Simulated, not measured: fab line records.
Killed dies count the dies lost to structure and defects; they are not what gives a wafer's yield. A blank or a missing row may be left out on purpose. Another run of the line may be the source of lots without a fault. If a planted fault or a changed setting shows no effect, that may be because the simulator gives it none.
Lot-split experiment    flow rit_cmos    23 wafers read from 5 lots, route of 202 steps

## THE SPLIT ITSELF
At RIT_NLDD_IMPLANT_08, the setting energy_kev was moved away from the recipe's 20 on 11 of the 23 wafers read, by -4.6% to +3.9%. The other wafers ran this setting at the recipe's value.

## FROM THE SPLIT TO THE READING: what the file shows between them, 1 step
- RIT_NLDD_STRIP_09: strips in O2, time 180 s

## THE READING
NLDD_TW, at RIT_NLDD_TW_MEAS_10. A value of 2487 with a standard deviation of 14 is what fault-free wafers of this fab line usually give.

wafer   tool, chamber at the split  energy_kev as run  against the recipe  NLDD_TW  against lot-mates on the recipe
L075.2  implanter-01, 0             20                 recipe              2482     -
L075.3  implanter-01, 0             19.07              -4.6%               2454     -25
L075.4  implanter-01, 0             19.07              -4.6%               2447     -32
L075.5  implanter-01, 0             19.07              -4.6%               2464     -15
L075.6  implanter-01, 0             20                 recipe              2476     -
L076.2  implanter-01, 0             20                 recipe              2482     -
L076.4  implanter-01, 0             20                 recipe              2477     -
L076.5  implanter-01, 0             20                 recipe              2487     -
L078.2  implanter-01, 0             20.31              +1.5%               2479     +11
L078.3  implanter-01, 0             20.31              +1.5%               2484     +16
L078.4  implanter-01, 0             20                 recipe              2476     -
L078.5  implanter-01, 0             20                 recipe              2462     -
L078.6  implanter-01, 0             20                 recipe              2467     -
L084.2  implanter-01, 0             20                 recipe              2504     -
L084.3  implanter-01, 0             19.36              -3.2%               2469     -28
L084.4  implanter-01, 0             19.36              -3.2%               2461     -36
L084.5  implanter-01, 0             19.36              -3.2%               2479     -18
L084.6  implanter-01, 0             20                 recipe              2490     -
L083.1  implanter-03, 0             20.78              +3.9%               2535     +37
L083.2  implanter-03, 0             20.78              +3.9%               2525     +27
L083.3  implanter-03, 0             20                 recipe              2499     -
L083.4  implanter-03, 0             20.78              +3.9%               2527     +29
L083.5  implanter-03, 0             20                 recipe              2497     -

FIT RESULTS
A straight line over all 23 wafers: NLDD_TW changes by +7.41 for each +1% of energy_kev; r = +0.83; the points scatter about the line by 13.
The same after taking each lot's own level away (the mean of its wafers on the recipe; 23 wafers): +6.92 for each +1%; r = +0.94; scatter 6.8.
The reading moves by 32 for the largest change in energy_kev, on that fit.
The lots' own levels span 2468.3 to 2498.0, that is 2.1 times the standard deviation above.
The two slopes are in agreement: the lot-to-lot level therefore moves the slope only a little.
Check: for one of the wafers moved furthest among these (-4.6%), held out of the fit, the line's prediction against its lot-mates is -32.3. Against them it came out at -25.

## THE OTHER SPLITS THESE WAFERS WENT THROUGH
Other splits were also applied to these wafers ahead of the reading. Each is held against what the fit with the lots' levels taken away leaves over:
other split on the same wafers     wafers away from the commonest value  r with NLDD_TW (lot level and that fit taken away)
RIT_ACTIVE_OXIDATION_01 ox_time_s  15                                    -0.15
RIT_ACTIVE_EXPOSE_08 dose_mj       11                                    +0.08
RIT_NRETRO_IMPLANT_08 dose_cm2     7                                     -0.25
RIT_PRETRO_IMPLANT_08 energy_kev   10                                    -0.13
RIT_NLDD_COAT_01 spin_rpm          6                                     -0.19

## THE WHOLE CHAIN: every reading that the file lists as answering this split, in the file's order
step                 what it does  reading                                                          change (the file's fit)                 r (the file's)
RIT_NLDD_IMPLANT_08                implant.rp_nm (the simulator's own value, which no gauge read)   +0.191 nm for each +1% of the setting   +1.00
RIT_NLDD_IMPLANT_08                implant.drp_nm (the simulator's own value, which no gauge read)  +0.0785 nm for each +1% of the setting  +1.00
RIT_NLDD_TW_MEAS_10                NLDD_TW                                                          +6.89 for each +1% of the setting       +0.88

## THE FILE'S OWN FIT
NLDD_TW changes by +6.89 for each +1% of energy_kev, r = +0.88.
